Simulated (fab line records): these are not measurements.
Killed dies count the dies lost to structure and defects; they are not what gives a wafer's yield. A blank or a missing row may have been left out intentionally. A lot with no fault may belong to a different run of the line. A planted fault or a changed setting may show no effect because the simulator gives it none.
Which tool is to blame? -- flow berkeleyCmos170 -- Sampling: 7 lots, 21 wafers, 2 of 331 route steps

WHAT THE GAUGES SHOWED, per wafer
UCB170_FIELD_THK_MEAS_02.
lot,measured,on,FIELD_OXIDE_THK (nm)
L513,day 5 00:22,filmMetro-01,560 569 549
L517,day 5 12:52,filmMetro-03,554 559 562
L520,day 6 12:17,filmMetro-03,561 569 564
L523,day 7 06:00,filmMetro-03,561 561 565
L525,day 7 18:21,filmMetro-01,844 843 833
L527,day 7 17:07,filmMetro-03,566 569 560
L535,day 9 14:29,filmMetro-04,565 561 568

WHICH TOOL RAN EACH LOT (tool, then ch and the chambers of the sampled wafers, then the start)
lot,UCB170_FIELD_OXIDATION_01
L513,"furnace-04 ch 0, day 4 21:20"
L517,"furnace-02 ch 0, day 5 09:50"
L520,"furnace-02 ch 0, day 6 09:17"
L523,"furnace-03 ch 0, day 7 03:00"
L525,"furnace-02 ch 0, day 7 10:38"
L527,"furnace-03 ch 0, day 7 14:07"
L535,"furnace-04 ch 0, day 9 11:29"
- UCB170_FIELD_OXIDATION_01: target thk 558.3 nm, ox time 7200 s.

THE ANSWER, worked out from the rows above alone
Rule: usual is defined by the lots themselves. The widest of any qualifying gaps counts: lots, ordered by their means at a reading, are off when they make up no more than a third of the lots, leave a main group of 4 or more, and stand apart from it by 3 or more times the standard deviation of that group's means. A main group is skipped when, at the precision printed for the reading in the tables above, its means are all equal. Also off: a lot with no number at a reading for which 4 or more lots have one. All remaining lots with rows at the step are treated as sound.
Off: at UCB170_FIELD_THK_MEAS_02 (FIELD_OXIDE_THK), L525. The main group: mean 562 nm, standard deviation 2.7.
A tool fits if, at a process step before that reading, it ran every lot that is off, and no sound lot after the first of them. Gauges at UCB170_FIELD_THK_MEAS_02: tried the same way as those tools. Can't be told from this: 2 tools fit, furnace-02 at UCB170_FIELD_OXIDATION_01, filmMetro-01 at UCB170_FIELD_THK_MEAS_02.

WHAT HAD BEEN PUT IN BY THE SIMULATOR
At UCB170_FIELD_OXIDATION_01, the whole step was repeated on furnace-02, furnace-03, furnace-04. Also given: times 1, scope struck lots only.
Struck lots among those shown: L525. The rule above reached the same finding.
